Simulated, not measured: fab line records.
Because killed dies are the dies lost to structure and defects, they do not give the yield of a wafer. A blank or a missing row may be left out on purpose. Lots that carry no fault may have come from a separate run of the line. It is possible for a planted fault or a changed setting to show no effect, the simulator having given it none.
Struck lot and sound lot, side by side    flow berkeley cmos170    15 steps out of a route of 331
Sound: wafers L628.2, L628.4, L628.6. Wafers L644.4, L644.6 were the ones struck. The cause is given at the end.
Per side, at each step with rows, come the tool, then ch with its chambers, and then its first start. Under that, the readings that differ: sound wafers    struck wafers    difference of the means    sigmas: that difference in standard deviations of wafers without a fault.
alike: readings whose means differ by less than 2 such deviations, and words and numbers that are the same on both sides. not compared: withheld readings, readings that some wafer has no value for, bounds like >300 that may hide the same value, and numbers for which the record gives no deviation and whose values overlap.
The two part at a step that has a row with sigmas, a row that says differs or no value, or rows on one side only. Numbers that have no deviation but don't overlap get no sigmas and don't part them. A reading that every wafer of one side lacks parts them only if that side has two wafers or more.

UCB170_M1_SPUTTER_00: material Al, target thk 600 nm, time 80 s.
  sound on pvd sputter-04, day 8 10:47; struck on pvd sputter-02, day 12 00:25
  alike: throttle valve pct
UCB170_M1_RS_MEAS_01: measurement is done with a four-point probe.
  sound on film metro-04, day 8 10:52; struck on film metro-04, day 12 00:32
  alike: M1_AL_RS
UCB170_M1_THK_MEAS_02: measures by xrf.
  sound on film metro-04, day 8 10:58; struck on film metro-04, day 12 00:38
  alike: M1_AL_THK
then, 6 steps without rows for these wafers: UCB170_M1_COAT_03; UCB170_M1_COAT_04 (resist thk 900 nm); UCB170_M1_SOFTBAKE_05 (time 60 s); UCB170_M1_EXPOSE_06 (exposes mask METAL1, target cd 700 nm); UCB170_M1_PEB_07; UCB170_M1_DEVELOP_08 (develop time 45 s).
UCB170_M1_CD_MEAS_09 targets a cd of 700 nm.
  sound on cd sem-02, day 8 12:04; struck on cd sem-01, day 12 01:34
  alike: cd nm
UCB170_M1_OVL_MEAS_10:
  sound on overlay-02, day 8 12:10; struck on overlay-01, day 12 01:38
  alike: M1_OVL
UCB170_M1_ETCH_11: etches BARC in N2/H2.
  sound on rie diel-02 ch 1,2,3, day 8 12:11; struck on rie diel-02 ch 1,2, day 12 01:39
  alike: drypump motor current A, oes product au, throttle valve pct
UCB170_M1_METAL_ETCH_12: etches Al in Cl2/BCl3, stops on PSG, target depth 780 nm, time 130 s.
  sound on rie metal-01 ch 0,1, day 8 12:14; struck on rie metal-04 ch 0, day 12 01:44
reading                              sound              struck       difference  sigmas
model.KrF_of_M1_COAT_04.thk nm (nm)  420.6 417 409      491.9 488.5  +74.7       
model.M1.cd nm (nm)                  700.3 698.9 699.4  703.3 705.3  +4.8        
  alike: drypump motor current A, oes product au, throttle valve pct
  not compared: rf hours counter h
UCB170_M1_STRIP_13: strips in O2.
  sound on plasma asher-01 ch 0,1, day 8 12:22; struck on plasma asher-04 ch 1, day 12 01:52
  alike: drypump motor current A, oes product au
  not compared: rf hours counter h
UCB170_M3_PROBE_99:
  rows exist in the record for the sound wafers here (prober-02, day 9 00:26), none for the struck ones

## WHERE THEY PART
Only at UCB170_M3_PROBE_99, as far as this record shows.

WHY: what had been put in by the simulator
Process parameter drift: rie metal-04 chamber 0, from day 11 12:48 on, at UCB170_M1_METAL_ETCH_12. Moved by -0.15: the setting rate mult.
